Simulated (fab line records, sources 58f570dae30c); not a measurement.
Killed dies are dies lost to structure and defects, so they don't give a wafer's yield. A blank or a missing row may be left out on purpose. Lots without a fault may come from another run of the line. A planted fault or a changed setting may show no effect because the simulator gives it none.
Split-lot experiment | flow berkeley_cmos170 | 5 lots, 23 wafers read, on a route of 331 steps

THE SPLIT
At UCB170_M3_COAT_10 (resist thk 900 nm), the setting spin_rpm was moved away from the recipe's 1500 rpm on 11 of the 23 wafers read, by -3.7% to +7.0%. The other wafers ran this setting at the recipe's value.

The reading is taken at the split's own step.

THE READING
KrF_of_M3_COAT_10.thk_nm (the simulator's own value, which no gauge read), in nm, at UCB170_M3_COAT_10 (resist thk 900 nm). The file gives no usual value for it. The 12 wafers here that ran the recipe average 900.9 nm, standard deviation 2.2 nm.

wafer  | tool, chamber at the split | spin_rpm as run, rpm | against the recipe | KrF_of_M3_COAT_10.thk_nm, nm | against lot-mates on the recipe
L076.1 | litho_track-02, 0          | 1500                 | recipe             | 898.9                        | -
L076.2 | litho_track-02, 0          | 1500                 | recipe             | 903.4                        | -
L076.6 | litho_track-02, 0          | 1500                 | recipe             | 903.3                        | -
L075.1 | litho_track-01, 0          | 1500                 | recipe             | 902.9                        | -
L075.2 | litho_track-01, 0          | 1500                 | recipe             | 902.6                        | -
L075.3 | litho_track-01, 0          | 1500                 | recipe             | 902.8                        | -
L075.4 | litho_track-01, 0          | 1605                 | +7.0%              | 872.6                        | -30.2
L075.5 | litho_track-01, 0          | 1605                 | +7.0%              | 869.2                        | -33.6
L077.1 | litho_track-02, 0          | 1500                 | recipe             | 900.4                        | -
L077.2 | litho_track-02, 0          | 1444                 | -3.7%              | 918.7                        | +19.7
L077.3 | litho_track-02, 0          | 1500                 | recipe             | 897.6                        | -
L077.4 | litho_track-02, 0          | 1444                 | -3.7%              | 917.2                        | +18.2
L077.5 | litho_track-02, 0          | 1444                 | -3.7%              | 919.2                        | +20.2
L080.1 | litho_track-04, 0          | 1462                 | -2.5%              | 912.4                        | +11.4
L080.2 | litho_track-04, 0          | 1462                 | -2.5%              | 913.7                        | +12.7
L080.3 | litho_track-04, 0          | 1500                 | recipe             | 899.1                        | -
L080.5 | litho_track-04, 0          | 1500                 | recipe             | 903                          | -
L080.6 | litho_track-04, 0          | 1462                 | -2.5%              | 909.7                        | +8.7
L082.1 | litho_track-01, 0          | 1500                 | recipe             | 898.7                        | -
L082.3 | litho_track-01, 0          | 1548                 | +3.2%              | 883.6                        | -14.8
L082.4 | litho_track-01, 0          | 1548                 | +3.2%              | 884.4                        | -14.0
L082.5 | litho_track-01, 0          | 1500                 | recipe             | 898                          | -
L082.6 | litho_track-01, 0          | 1548                 | +3.2%              | 884.7                        | -13.6

THE FIT
A straight line over all 23 wafers: KrF_of_M3_COAT_10.thk_nm changes by -4.53 nm for each +1% of spin_rpm; r = -0.99; the points scatter about the line by 2.1 nm.
The same after taking each lot's own level away (the mean of its wafers on the recipe; 23 wafers): -4.65 nm for each +1%; r = -0.99; scatter 1.6 nm.
On that fit, the largest move of spin_rpm shifts the reading by 33 nm.
The lots' own levels span 898.35 to 902.77 nm, that is 2.0 times the standard deviation above.
So the lot-to-lot level changes the slope little: the two slopes agree.
Check: with one of the wafers moved furthest among these (+7.0%) left out of the fit, the line predicts -33.1 nm for it against its lot-mates. It came out at -30.2 nm against them.

OTHER SPLITS ON THESE WAFERS
These wafers also went through other splits before the reading. Each is held against what the fit with the lots' levels taken away leaves over:
other split on the same wafers       | wafers away from the commonest value | r with KrF_of_M3_COAT_10.thk_nm (lot level and that fit taken away)
UCB170_NSD_COAT_01 spin_rpm          | 8                                    | +0.16
UCB170_SILICIDE_SPUTTER_01 time_s    | 8                                    | +0.13
UCB170_CONTACT_COAT_04 resist_thk_nm | 9                                    | +0.20
UCB170_CONTACT_EXPOSE_12 dose_mj     | 7                                    | +0.25
UCB170_M1_COAT_04 resist_thk_nm      | 8                                    | -0.46
UCB170_V2_EXPOSE_09 dose_mj          | 5                                    | +0.46

THE FILE'S OWN FIT
KrF_of_M3_COAT_10.thk_nm changes by -4.63 nm for each +1% of spin_rpm, r = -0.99.
